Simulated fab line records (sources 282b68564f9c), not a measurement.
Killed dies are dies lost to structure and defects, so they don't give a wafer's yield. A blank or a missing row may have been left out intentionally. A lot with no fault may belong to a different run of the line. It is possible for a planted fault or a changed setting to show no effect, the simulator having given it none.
A struck lot beside a sound one || flow rit cmos || 15 steps out of a route of 202
Sound: the wafers L284.1, L284.3, L284.5. Struck: wafers L297.1, L297.4, L297.5. The cause is named last.
At each step with rows: each side's tool, then ch and its chambers, then its first start. Under that, the readings that differ: sound wafers || struck wafers || difference of the means || sigmas: that difference in standard deviations of wafers without a fault.
alike: words and numbers the same on both sides, and readings whose means are apart by under 2 such deviations; not compared: readings that were withheld, readings missing a value for some wafer, numbers with overlapping values and no deviation given by the record, and bounds like >300 which may hide the same value.
The two part at a step that has a row with sigmas, a row that says differs or no value, or rows on one side only. Numbers that have no deviation but don't overlap get no sigmas and don't part them. A reading missing from all wafers of one side parts the sides only when that side holds two or more wafers.

first, 2 steps without rows for these wafers: RIT_PRETRO_HARDBAKE_07 (time 120 s); RIT_PRETRO_IMPLANT_08.
RIT_PRETRO_STRIP_09: strips in O2, time 180 s.
  sound on plasma asher-01 ch 0,1, day 2 16:15; struck on plasma asher-02 ch 1, day 4 23:52
{"reading": "drypump motor current A (A)", "sound": "5.5 5.4 5.4", "struck": "6.3 6.3 6.3", "difference": "+0.9", "sigmas": "+2"}
  not compared: rf hours counter h
RIT_PRETRO_TW_MEAS_10:
  sound on film metro-04 at day 2 16:25; struck on film metro-01 at day 5 00:03
  alike: PRETRO_TW
then, 5 steps without rows for these wafers: RIT_GATE_WET_ETCH_00 (etches SiO2 in BOE, target depth 56 nm, time 60 s); RIT_GATE_CLEAN_01 (cleans in SC1, time 600 s); RIT_GATE_CLEAN_02 (cleans in dHF, time 30 s); RIT_GATE_CLEAN_03 (cleans in SC2, time 600 s); RIT_GATE_CLEAN_04 (cleans in dHF, time 60 s).
RIT_FOX2_THK_MEAS_91:
  sound on film metro-04 at day 2 16:54; struck on film metro-04 at day 5 00:31
{"reading": "FIELD_OXIDE_LEFT_2_THK (nm)", "sound": "260 260 263", "struck": "250 246 242", "difference": -15, "sigmas": -2}
then, 2 steps without rows for these wafers: RIT_GATE_OXIDATION_05 (target thk 3 nm, ox time 270 s); RIT_GATE_ANNEAL_06 (time 600 s).
RIT_GATE_THK_MEAS_07:
  sound on film metro-03 at day 2 19:12; struck on film metro-03 at day 5 02:18
{"reading": "GATE_OXIDE_THK (nm)", "sound": "3.14 2.98 3.01", "struck": "6.57 6.63 6.52", "difference": "+3.53", "sigmas": "+53"}
then, 1 step without rows for these wafers: RIT_GATE_CVD_08 (deposits poly-Si from SiH4, target thk 250 nm, time 2220 s).
RIT_M1_PROBE_99:
  sound on prober-02 at day 3 18:08; struck on prober-01 at day 6 01:34
  alike: killed at contacts, killed at front end, killed dies, killed open, killed short

## WHERE THEY PART
Last at RIT_GATE_THK_MEAS_07 as far as this record goes, first at RIT_PRETRO_STRIP_09. Later steps at which nothing parts them and some readings are alike: RIT_M1_PROBE_99.

WHY: what the simulator had put in
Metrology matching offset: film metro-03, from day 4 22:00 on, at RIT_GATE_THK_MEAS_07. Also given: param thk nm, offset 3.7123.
